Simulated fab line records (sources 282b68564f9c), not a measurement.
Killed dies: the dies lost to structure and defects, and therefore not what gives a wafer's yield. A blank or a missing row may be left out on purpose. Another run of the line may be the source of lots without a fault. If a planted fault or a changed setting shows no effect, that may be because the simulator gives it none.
A struck lot beside a sound one | flow rit-cmos | 15 out of 202 route steps
Sound: wafers L396.2, L396.4, L396.6. Struck: wafer L409.3 (L409.4, L409.6, from the same lot, were not struck and are left out); the cause is given at the end.
Each step with rows lists, per side, the tool, then ch with its chambers, then its first start. Under that, the readings that differ: sound wafers | struck wafers | difference of the means | sigmas: that difference in standard deviations of wafers without a fault.
alike: words and numbers the same on both sides, and readings whose means are apart by under 2 such deviations; not compared: readings that were withheld, readings missing a value for some wafer, numbers with overlapping values and no deviation given by the record, and bounds like >300 which may hide the same value.
The two part at a step that has a row with sigmas, a row that says differs or no value, or rows on one side only. Numbers that don't overlap but have no deviation are shown without sigmas and don't part them. A reading that every wafer of one side lacks parts them only if that side has two wafers or more.

first, 2 steps without rows for these wafers: RIT_PLDD_PEB_04; RIT_PLDD_DEVELOP_05 (develop time 50 s).
RIT_PLDD_OVL_MEAS_06:
  sound on overlay-01, day 3 05:33; struck on overlay-02, day 6 00:50
  alike: PLDD_OVL
then, 2 steps without rows for these wafers: RIT_PLDD_HARDBAKE_07 (time 60 s); RIT_PLDD_IMPLANT_08.
RIT_PLDD_STRIP_09: strips in O2, time 180 s.
  sound on plasma-asher-03 ch 0,1, day 3 05:53; struck on plasma-asher-01 ch 0, day 6 01:13
  alike: drypump-motor-current-A
  not compared: rf-hours-counter-h
RIT_PLDD_TW_MEAS_10:
  sound on film-metro-04, day 3 06:04; struck on film-metro-04, day 6 01:22
  alike: PLDD_TW
then, 4 steps without rows for these wafers: RIT_SPACER_CLEAN_00 (cleans in SC1, time 600 s); RIT_SPACER_CLEAN_01 (cleans in dHF, time 30 s); RIT_SPACER_CLEAN_02 (cleans in SC2, time 600 s); RIT_SPACER_CVD_03 (deposits Si3N4 from SiH2Cl2/NH3, target thk 250 nm, time 3300 s).
RIT_SPACER_THK_MEAS_04:
  sound on film-metro-01, day 3 08:28; struck on film-metro-02, day 6 03:42
  alike: SPACER_NITRIDE_THK
RIT_SPACER_ETCHBACK_05: etches Si3N4 in SF6/CHF3, stops on SiO2, target depth 250 nm, time 240 s.
  sound on rie-diel-01 ch 0,1, day 3 08:31; struck on rie-diel-04 ch 0, day 6 03:44
  reading                     | sound             | struck | difference | sigmas
  drypump-motor-current-A (A) | 5.6 5.6 5.6       | 6.6    | +1.0       | +2
  run-length-s (s)            | 269.0 268.6 268.9 | 281.6  | +12.8      | +33
  alike: oes-product-au, throttle-valve-pct
  not compared: rf-hours-counter-h
then, 1 step without rows for these wafers: RIT_NSD_HMDS_00 (prime time 60 s).
RIT_M1_PROBE_99:
  sound on prober-02, day 3 20:12; struck on prober-01, day 6 15:01
  reading                                | sound             | struck | difference | sigmas
  killed-at-contacts                     | 0 0 0             | 1      | +1         | +3
  model.etest.nmos_0p15.r-on-ohm-um      | 1072 1107 1100    | 1189   | +96        |
  model.etest.nmos_0p3.r-on-ohm-um       | 2167 2174 2143    | 2225   | +64        |
  model.etest.nplus-sal.width-nm (nm)    | 3431 3439 3412    | 3460   | +33        |
  model.etest.pplus-sal.width-nm (nm)    | 3443 3431 3417    | 3463   | +33        |
  model.etest.pwell-pinched.rs-ohm-sq    | 453.4 450.8 455.4 | 469.1  | +15.9      |
  model.etest.nwell-pinched.rs-ohm-sq    | 332 334.2 335.3   | 345.1  | +11.3      |
  model.etest.nmos_0p15.tox-inv-nm (nm)  | 4.617 4.571 4.535 | 4.46   | -0.11      |
  model.etest.diode-nplus-comb.cj-ff-um2 | 2.592 2.62 2.595  | 2.669  | +0.067     |
  alike: killed-at-front-end, killed-dies, killed-open, killed-short

WHERE THEY PART
At RIT_SPACER_ETCHBACK_05 first; at RIT_M1_PROBE_99 last (within this record only).

WHY: what the simulator had put in
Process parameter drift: rie-diel-04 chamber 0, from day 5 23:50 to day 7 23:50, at RIT_SPACER_ETCHBACK_05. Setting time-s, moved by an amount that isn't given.
